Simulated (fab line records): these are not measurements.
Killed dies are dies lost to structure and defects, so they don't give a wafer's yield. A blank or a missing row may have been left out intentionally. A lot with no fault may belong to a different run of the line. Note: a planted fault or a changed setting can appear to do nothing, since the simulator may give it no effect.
fab line records / flow berkeley-cmos170
record lots=13 wafers=39 last-day=13
route steps=331 shown ACTIVE@75
lots with no fault: from the same line, run without faults
start-h: hours from the record's opening day to when the first of the lot's shown wafers began / wait-h: how many hours have passed since the lot's step before this one / " identical to the entry in the row above / L1.1+2: one row covering several wafers at once / - no value present, or no start provided / * or withheld: withheld / < > ~ a bound
route shown NAME@n: NAME is a module with steps in the file, n the number in the route of the first one / usual: mean/standard deviation of fault-free wafers / same: alike in all rows / chamber/n: place in a boat / sites: readings site by site / _std_site: standard deviation of those values / _edge_site: inner sites' mean taken away from outer sites' mean / radius-mm: for every site, how far away it sits from the centre of the wafer / mask NAME#n: copy n / behind: the most recent tool/chamber to have shaped the wafer / hold: why the lot went on hold/how many hours it stayed there/how the hold came to an end / device: whichever transistor did not switch (one of n, p or np) / end of line: the route-end tests of the same wafers / step lacking rows: just its recipe / killed: dies lost to structure and defects at the first sort, not the wafer's yield / map: a wafer's dies, marking killed ones x, the rest . and places with no die _
set.NAME: the setting that was run; set.NAME@STEP: the one run at that earlier step / model.NAME: the simulator's own value behind a step, which no gauge read
steps of the route over a sample of lots; a table a step, a row a wafer
services: from which hour (start-h, from the record's first day; less than 0 if before it) a tool's chamber was out of use, for how many hours, and why
## steps
# step UCB170_ACTIVE_ETCH_15
# recipe chemistry=CH3F/Ar/O2 target=Si3N4 stop-on=SiO2 CH3F_flow_sccm=20 Ar_flow_sccm=50 O2_flow_sccm=7 pressure-mtorr=50 rf-w=450 target-depth-a=2420 over-etch-frac=0.1 time-s=151
# usual drypump-motor-current-A=5.8/0.52 oes-product-au=0.938/0.019 throttle-valve-pct=8.02/0.059
lot.wafer=L560.2 tool=rie-diel-03 chamber=1 start-h=90.62 wait-h=0.0 drypump-motor-current-A=5.6 oes-product-au=0.910 rf-hours-counter-h=29 throttle-valve-pct=8.04
lot.wafer=L560.3 tool=rie-diel-03 chamber=0 start-h=90.62 wait-h=0.0 drypump-motor-current-A=5.6 oes-product-au=0.954 rf-hours-counter-h=128 throttle-valve-pct=7.95
lot.wafer=L560.5 tool=rie-diel-03 chamber=3 start-h=90.62 wait-h=0.0 drypump-motor-current-A=5.1 oes-product-au=0.931 rf-hours-counter-h=- throttle-valve-pct=7.96
lot.wafer=L563.3 tool=rie-diel-04 chamber=1 start-h=102.04 wait-h=0.0 drypump-motor-current-A=6.0 oes-product-au=0.956 rf-hours-counter-h=152 throttle-valve-pct=8.10
lot.wafer=L563.4 tool=rie-diel-04 chamber=0 start-h=102.04 wait-h=0.0 drypump-motor-current-A=6.1 oes-product-au=0.952 rf-hours-counter-h=23 throttle-valve-pct=7.94
lot.wafer=L563.5 tool=rie-diel-04 chamber=1 start-h=102.04 wait-h=0.0 drypump-motor-current-A=6.1 oes-product-au=0.955 rf-hours-counter-h=- throttle-valve-pct=8.09
lot.wafer=L561.2 tool=rie-diel-01 chamber=0 start-h=102.28 wait-h=0.0 drypump-motor-current-A=6.6 oes-product-au=0.914 rf-hours-counter-h=111 throttle-valve-pct=8.02
lot.wafer=L561.3 tool=rie-diel-01 chamber=3 start-h=102.28 wait-h=0.0 drypump-motor-current-A=5.4 oes-product-au=0.926 rf-hours-counter-h=52 throttle-valve-pct=8.06
lot.wafer=L561.5 tool=rie-diel-01 chamber=2 start-h=102.28 wait-h=0.0 drypump-motor-current-A=5.8 oes-product-au=0.954 rf-hours-counter-h=- throttle-valve-pct=8.14
lot.wafer=L562.1 tool=rie-diel-03 chamber=3 start-h=102.40 wait-h=0.0 drypump-motor-current-A=5.1 oes-product-au=0.949 rf-hours-counter-h=151 throttle-valve-pct=7.97
lot.wafer=L562.4 tool=rie-diel-03 chamber=2 start-h=102.40 wait-h=0.0 drypump-motor-current-A=5.5 oes-product-au=0.967 rf-hours-counter-h=99 throttle-valve-pct=8.01
lot.wafer=L562.5 tool=rie-diel-03 chamber=2 start-h=102.40 wait-h=0.0 drypump-motor-current-A=5.5 oes-product-au=0.962 rf-hours-counter-h=- throttle-valve-pct=7.98
lot.wafer=L564.2 tool=rie-diel-04 chamber=3 start-h=112.15 wait-h=0.0 drypump-motor-current-A=5.0 oes-product-au=0.948 rf-hours-counter-h=152 throttle-valve-pct=8.07
lot.wafer=L564.3 tool=rie-diel-04 chamber=0 start-h=112.15 wait-h=0.0 drypump-motor-current-A=6.1 oes-product-au=0.952 rf-hours-counter-h=24 throttle-valve-pct=7.96
lot.wafer=L564.6 tool=rie-diel-04 chamber=0 start-h=112.15 wait-h=0.0 drypump-motor-current-A=6.1 oes-product-au=0.948 rf-hours-counter-h=- throttle-valve-pct=7.96
lot.wafer=L566.1 tool=rie-diel-01 chamber=3 start-h=124.50 wait-h=0.0 drypump-motor-current-A=5.4 oes-product-au=0.929 rf-hours-counter-h=53 throttle-valve-pct=8.04
lot.wafer=L566.2 tool=rie-diel-01 chamber=1 start-h=124.50 wait-h=0.0 drypump-motor-current-A=6.0 oes-product-au=0.917 rf-hours-counter-h=139 throttle-valve-pct=7.96
lot.wafer=L566.5 tool=rie-diel-01 chamber=2 start-h=124.50 wait-h=0.0 drypump-motor-current-A=5.8 oes-product-au=0.945 rf-hours-counter-h=- throttle-valve-pct=8.13
lot.wafer=L568.1 tool=rie-diel-01 chamber=1 start-h=128.58 wait-h=0.0 drypump-motor-current-A=6.0 oes-product-au=0.920 rf-hours-counter-h=140 throttle-valve-pct=7.98
lot.wafer=L568.3 tool=rie-diel-01 chamber=2 start-h=128.58 wait-h=0.0 drypump-motor-current-A=5.8 oes-product-au=0.949 rf-hours-counter-h=7 throttle-valve-pct=8.11
lot.wafer=L568.5 tool=rie-diel-01 chamber=2 start-h=128.58 wait-h=0.0 drypump-motor-current-A=5.8 oes-product-au=0.945 rf-hours-counter-h=- throttle-valve-pct=8.12
lot.wafer=L569.2 tool=rie-diel-04 chamber=0 start-h=140.97 wait-h=0.0 drypump-motor-current-A=6.1 oes-product-au=0.953 rf-hours-counter-h=25 throttle-valve-pct=7.97
lot.wafer=L569.4 tool=rie-diel-04 chamber=3 start-h=140.97 wait-h=0.0 drypump-motor-current-A=5.0 oes-product-au=0.940 rf-hours-counter-h=- throttle-valve-pct=8.07
lot.wafer=L569.5 tool=rie-diel-04 chamber=0 start-h=140.97 wait-h=0.0 drypump-motor-current-A=6.1 oes-product-au=0.956 rf-hours-counter-h=- throttle-valve-pct=7.97
lot.wafer=L571.2 tool=rie-diel-04 chamber=0 start-h=145.15 wait-h=0.0 drypump-motor-current-A=6.2 oes-product-au=0.947 rf-hours-counter-h=25 throttle-valve-pct=7.96
lot.wafer=L571.5 tool=rie-diel-04 chamber=2 start-h=145.15 wait-h=0.0 drypump-motor-current-A=6.5 oes-product-au=0.948 rf-hours-counter-h=- throttle-valve-pct=7.96
lot.wafer=L571.6 tool=rie-diel-04 chamber=0 start-h=145.15 wait-h=0.0 drypump-motor-current-A=6.2 oes-product-au=0.953 rf-hours-counter-h=- throttle-valve-pct=7.95
lot.wafer=L570.2 tool=rie-diel-01 chamber=2 start-h=154.16 wait-h=0.0 drypump-motor-current-A=5.8 oes-product-au=0.938 rf-hours-counter-h=8 throttle-valve-pct=8.15
lot.wafer=L570.5 tool=rie-diel-01 chamber=0 start-h=154.16 wait-h=0.0 drypump-motor-current-A=6.7 oes-product-au=0.910 rf-hours-counter-h=- throttle-valve-pct=8.02
lot.wafer=L570.6 tool=rie-diel-01 chamber=3 start-h=154.16 wait-h=0.0 drypump-motor-current-A=5.4 oes-product-au=0.943 rf-hours-counter-h=- throttle-valve-pct=8.04
lot.wafer=L572.1 tool=rie-diel-01 chamber=2 start-h=155.44 wait-h=0.0 drypump-motor-current-A=5.8 oes-product-au=0.936 rf-hours-counter-h=8 throttle-valve-pct=8.15
lot.wafer=L572.2 tool=rie-diel-01 chamber=1 start-h=155.44 wait-h=0.0 drypump-motor-current-A=6.0 oes-product-au=0.913 rf-hours-counter-h=141 throttle-valve-pct=7.98
lot.wafer=L572.4 tool=rie-diel-01 chamber=0 start-h=155.44 wait-h=0.0 drypump-motor-current-A=6.7 oes-product-au=0.901 rf-hours-counter-h=114 throttle-valve-pct=8.02
lot.wafer=L581.1 tool=rie-diel-01 chamber=1 start-h=189.35 wait-h=0.0 drypump-motor-current-A=6.0 oes-product-au=0.918 rf-hours-counter-h=143 throttle-valve-pct=7.97
lot.wafer=L581.5 tool=rie-diel-01 chamber=0 start-h=189.35 wait-h=0.0 drypump-motor-current-A=6.6 oes-product-au=0.898 rf-hours-counter-h=- throttle-valve-pct=8.01
lot.wafer=L581.6 tool=rie-diel-01 chamber=1 start-h=189.35 wait-h=0.0 drypump-motor-current-A=6.0 oes-product-au=0.920 rf-hours-counter-h=- throttle-valve-pct=7.98
lot.wafer=L583.2 tool=rie-diel-04 chamber=0 start-h=208.23 wait-h=0.0 drypump-motor-current-A=6.1 oes-product-au=0.950 rf-hours-counter-h=28 throttle-valve-pct=7.97
lot.wafer=L583.3 tool=rie-diel-04 chamber=3 start-h=208.23 wait-h=0.0 drypump-motor-current-A=5.0 oes-product-au=0.922 rf-hours-counter-h=2 throttle-valve-pct=8.07
lot.wafer=L583.4 tool=rie-diel-04 chamber=2 start-h=208.23 wait-h=0.0 drypump-motor-current-A=6.5 oes-product-au=0.965 rf-hours-counter-h=10 throttle-valve-pct=7.96
# step UCB170_ACTIVE_STRIP_16
# recipe chemistry=O2 power-w=400 pressure-mtorr=3500 platen-temp-c=withheld o2-flow-sccm=400 overash-fraction=0.5
# usual drypump-motor-current-A=5.9/0.51 oes-product-au=0.721/0.0045 strip-time-to-endpoint-s=18.06/0.073
lot.wafer=L560.2 tool=plasma-asher-02 chamber=1 start-h=90.72 wait-h=0.1 drypump-motor-current-A=5.4 oes-product-au=0.717 rf-hours-counter-h=31 strip-time-to-endpoint-s=18.13
lot.wafer=L560.3 tool=plasma-asher-02 chamber=1 start-h=90.72 wait-h=0.1 drypump-motor-current-A=5.4 oes-product-au=0.722 rf-hours-counter-h=- strip-time-to-endpoint-s=18.02
lot.wafer=L560.5 tool=plasma-asher-02 chamber=1 start-h=90.72 wait-h=0.1 drypump-motor-current-A=5.4 oes-product-au=0.723 rf-hours-counter-h=- strip-time-to-endpoint-s=18.18
lot.wafer=L563.3 tool=plasma-asher-01 chamber=1 start-h=102.17 wait-h=0.1 drypump-motor-current-A=6.5 oes-product-au=0.717 rf-hours-counter-h=- strip-time-to-endpoint-s=18.08
lot.wafer=L563.4 tool=plasma-asher-01 chamber=0 start-h=102.17 wait-h=0.1 drypump-motor-current-A=6.3 oes-product-au=0.726 rf-hours-counter-h=- strip-time-to-endpoint-s=18.05
lot.wafer=L563.5 tool=plasma-asher-01 chamber=1 start-h=102.17 wait-h=0.1 drypump-motor-current-A=6.5 oes-product-au=0.724 rf-hours-counter-h=- strip-time-to-endpoint-s=18.12
lot.wafer=L561.2 tool=plasma-asher-02 chamber=1 start-h=102.38 wait-h=0.1 drypump-motor-current-A=5.4 oes-product-au=0.719 rf-hours-counter-h=33 strip-time-to-endpoint-s=18.01
lot.wafer=L561.3 tool=plasma-asher-02 chamber=0 start-h=102.38 wait-h=0.1 drypump-motor-current-A=5.2 oes-product-au=0.722 rf-hours-counter-h=- strip-time-to-endpoint-s=18.01
lot.wafer=L561.5 tool=plasma-asher-02 chamber=1 start-h=102.38 wait-h=0.1 drypump-motor-current-A=5.4 oes-product-au=0.722 rf-hours-counter-h=- strip-time-to-endpoint-s=18.08
lot.wafer=L562.1 tool=plasma-asher-04 chamber=0 start-h=102.50 wait-h=0.1 drypump-motor-current-A=6.3 oes-product-au=0.715 rf-hours-counter-h=36 strip-time-to-endpoint-s=18.06
lot.wafer=L562.4 tool=plasma-asher-04 chamber=1 start-h=102.50 wait-h=0.1 drypump-motor-current-A=5.7 oes-product-au=0.716 rf-hours-counter-h=- strip-time-to-endpoint-s=18.01
lot.wafer=L562.5 tool=plasma-asher-04 chamber=1 start-h=102.50 wait-h=0.1 drypump-motor-current-A=5.6 oes-product-au=0.724 rf-hours-counter-h=- strip-time-to-endpoint-s=18.07
lot.wafer=L564.2 tool=plasma-asher-01 chamber=1 start-h=112.26 wait-h=0.1 drypump-motor-current-A=6.5 oes-product-au=0.729 rf-hours-counter-h=31 strip-time-to-endpoint-s=18.05
lot.wafer=L564.3 tool=plasma-asher-01 chamber=1 start-h=112.26 wait-h=0.1 drypump-motor-current-A=6.5 oes-product-au=0.724 rf-hours-counter-h=- strip-time-to-endpoint-s=18.04
lot.wafer=L564.6 tool=plasma-asher-01 chamber=0 start-h=112.26 wait-h=0.1 drypump-motor-current-A=6.3 oes-product-au=0.719 rf-hours-counter-h=- strip-time-to-endpoint-s=18.03
lot.wafer=L566.1 tool=plasma-asher-01 chamber=1 start-h=124.60 wait-h=0.1 drypump-motor-current-A=6.5 oes-product-au=0.714 rf-hours-counter-h=33 strip-time-to-endpoint-s=17.95
lot.wafer=L566.2 tool=plasma-asher-01 chamber=0 start-h=124.60 wait-h=0.1 drypump-motor-current-A=6.3 oes-product-au=0.727 rf-hours-counter-h=33 strip-time-to-endpoint-s=18.06
lot.wafer=L566.5 tool=plasma-asher-01 chamber=0 start-h=124.60 wait-h=0.1 drypump-motor-current-A=6.3 oes-product-au=0.720 rf-hours-counter-h=- strip-time-to-endpoint-s=18.03
lot.wafer=L568.1 tool=plasma-asher-01 chamber=0 start-h=128.68 wait-h=0.1 drypump-motor-current-A=6.3 oes-product-au=0.717 rf-hours-counter-h=33 strip-time-to-endpoint-s=18.21
lot.wafer=L568.3 tool=plasma-asher-01 chamber=0 start-h=128.68 wait-h=0.1 drypump-motor-current-A=6.3 oes-product-au=0.723 rf-hours-counter-h=- strip-time-to-endpoint-s=18.20
lot.wafer=L568.5 tool=plasma-asher-01 chamber=1 start-h=128.68 wait-h=0.1 drypump-motor-current-A=6.5 oes-product-au=0.716 rf-hours-counter-h=- strip-time-to-endpoint-s=18.24
lot.wafer=L569.2 tool=plasma-asher-01 chamber=0 start-h=141.07 wait-h=0.1 drypump-motor-current-A=6.3 oes-product-au=0.712 rf-hours-counter-h=35 strip-time-to-endpoint-s=18.02
lot.wafer=L569.4 tool=plasma-asher-01 chamber=0 start-h=141.07 wait-h=0.1 drypump-motor-current-A=6.3 oes-product-au=0.717 rf-hours-counter-h=- strip-time-to-endpoint-s=17.99
lot.wafer=L569.5 tool=plasma-asher-01 chamber=0 start-h=141.07 wait-h=0.1 drypump-motor-current-A=6.3 oes-product-au=0.728 rf-hours-counter-h=- strip-time-to-endpoint-s=17.95
lot.wafer=L571.2 tool=plasma-asher-02 chamber=1 start-h=145.25 wait-h=0.1 drypump-motor-current-A=5.4 oes-product-au=0.731 rf-hours-counter-h=36 strip-time-to-endpoint-s=18.01
lot.wafer=L571.5 tool=plasma-asher-02 chamber=0 start-h=145.25 wait-h=0.1 drypump-motor-current-A=5.2 oes-product-au=0.726 rf-hours-counter-h=- strip-time-to-endpoint-s=18.03
lot.wafer=L571.6 tool=plasma-asher-02 chamber=1 start-h=145.25 wait-h=0.1 drypump-motor-current-A=5.4 oes-product-au=0.718 rf-hours-counter-h=- strip-time-to-endpoint-s=18.03
lot.wafer=L570.2 tool=plasma-asher-02 chamber=1 start-h=154.27 wait-h=0.1 drypump-motor-current-A=5.4 oes-product-au=0.728 rf-hours-counter-h=37 strip-time-to-endpoint-s=18.06
lot.wafer=L570.5 tool=plasma-asher-02 chamber=1 start-h=154.27 wait-h=0.1 drypump-motor-current-A=5.4 oes-product-au=0.724 rf-hours-counter-h=- strip-time-to-endpoint-s=17.96
lot.wafer=L570.6 tool=plasma-asher-02 chamber=0 start-h=154.27 wait-h=0.1 drypump-motor-current-A=5.2 oes-product-au=0.711 rf-hours-counter-h=- strip-time-to-endpoint-s=17.96
lot.wafer=L572.1 tool=plasma-asher-02 chamber=1 start-h=155.54 wait-h=0.1 drypump-motor-current-A=5.4 oes-product-au=0.719 rf-hours-counter-h=37 strip-time-to-endpoint-s=18.00
lot.wafer=L572.2 tool=plasma-asher-02 chamber=0 start-h=155.54 wait-h=0.1 drypump-motor-current-A=5.2 oes-product-au=0.719 rf-hours-counter-h=37 strip-time-to-endpoint-s=18.02
lot.wafer=L572.4 tool=plasma-asher-02 chamber=0 start-h=155.54 wait-h=0.1 drypump-motor-current-A=5.2 oes-product-au=0.718 rf-hours-counter-h=- strip-time-to-endpoint-s=17.98
lot.wafer=L581.1 tool=plasma-asher-04 chamber=1 start-h=189.45 wait-h=0.1 drypump-motor-current-A=5.7 oes-product-au=0.720 rf-hours-counter-h=9 strip-time-to-endpoint-s=16.12
lot.wafer=L581.5 tool=plasma-asher-04 chamber=0 start-h=189.45 wait-h=0.1 drypump-motor-current-A=6.3 oes-product-au=0.724 rf-hours-counter-h=- strip-time-to-endpoint-s=18.21
lot.wafer=L581.6 tool=plasma-asher-04 chamber=1 start-h=189.45 wait-h=0.1 drypump-motor-current-A=5.7 oes-product-au=0.723 rf-hours-counter-h=- strip-time-to-endpoint-s=16.11
lot.wafer=L583.2 tool=plasma-asher-01 chamber=0 start-h=208.33 wait-h=0.1 drypump-motor-current-A=6.3 oes-product-au=0.727 rf-hours-counter-h=44 strip-time-to-endpoint-s=18.08
lot.wafer=L583.3 tool=plasma-asher-01 chamber=1 start-h=208.33 wait-h=0.1 drypump-motor-current-A=6.5 oes-product-au=0.719 rf-hours-counter-h=- strip-time-to-endpoint-s=18.12
lot.wafer=L583.4 tool=plasma-asher-01 chamber=0 start-h=208.33 wait-h=0.1 drypump-motor-current-A=6.3 oes-product-au=0.730 rf-hours-counter-h=- strip-time-to-endpoint-s=18.03
## services
tool=rie-diel-01 chamber=1 start-h=67.38 hours=35.2 kind=repair
tool=rie-diel-01 chamber=- start-h=72.25 hours=28.1 kind=pm
tool=rie-diel-04 chamber=2 start-h=80.72 hours=1.9 kind=repair
tool=rie-diel-04 chamber=0 start-h=83.26 hours=13.9 kind=repair
tool=plasma-asher-02 chamber=- start-h=104.41 hours=4.1 kind=repair
tool=plasma-asher-04 chamber=- start-h=108.75 hours=9.0 kind=pm
tool=plasma-asher-04 chamber=0 start-h=108.75 hours=9.0 kind=vent-cycle
tool=plasma-asher-04 chamber=1 start-h=108.75 hours=9.0 kind=vent-cycle
tool=plasma-asher-02 chamber=- start-h=109.82 hours=13.8 kind=repair
tool=rie-diel-04 chamber=1 start-h=111.60 hours=8.5 kind=repair
tool=plasma-asher-04 chamber=0 start-h=117.75 hours=- kind=clean
tool=plasma-asher-04 chamber=1 start-h=117.75 hours=- kind=clean
tool=rie-diel-01 chamber=0 start-h=134.77 hours=4.5 kind=repair
tool=rie-diel-04 chamber=1 start-h=135.68 hours=- kind=clean
tool=rie-diel-04 chamber=1 start-h=135.68 hours=13.8 kind=scheduled-down
tool=rie-diel-04 chamber=1 start-h=135.68 hours=13.8 kind=vent-cycle
tool=rie-diel-01 chamber=2 start-h=141.59 hours=6.9 kind=repair
tool=rie-diel-04 chamber=3 start-h=149.47 hours=- kind=clean
tool=rie-diel-04 chamber=3 start-h=149.47 hours=16.0 kind=scheduled-down
tool=rie-diel-04 chamber=3 start-h=149.47 hours=16.0 kind=vent-cycle
tool=rie-diel-03 chamber=3 start-h=161.86 hours=- kind=clean
tool=rie-diel-03 chamber=3 start-h=161.86 hours=13.2 kind=scheduled-down
tool=rie-diel-04 chamber=- start-h=188.78 hours=0.4 kind=repair
tool=plasma-asher-01 chamber=- start-h=205.16 hours=2.2 kind=repair
## key
first-sign step=UCB170_ACTIVE_STRIP_16 reading=strip-time-to-endpoint-s direction=down sigmas=27 usual=* struck=*
effect none on later readings
met-at UCB170_ACTIVE_ETCH_15
struck-lots L581
struck-wafers L581.1,L581.6
sort-left-out L581.1,L581.6
tester-left-out L581
onset-between 155.44 189.35
fault kind=process-parameter-drift tool=rie-diel-01 chamber=1 onset-h=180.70 steps=UCB170_ACTIVE_ETCH_15 channel=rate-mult offset=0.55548 shape=step end-h=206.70
# tester-left-out: of these lots the tester's yield and bins aren't shown, on N5 and GAA mostly nor the transistor test; their killed dies are dies lost to structure and defects alone, not to doping, threshold or leakage, so they don't give the yield
# sort-left-out: the simulated sort isn't trusted on such a fault, so these wafers' sort isn't shown, and their yield isn't known
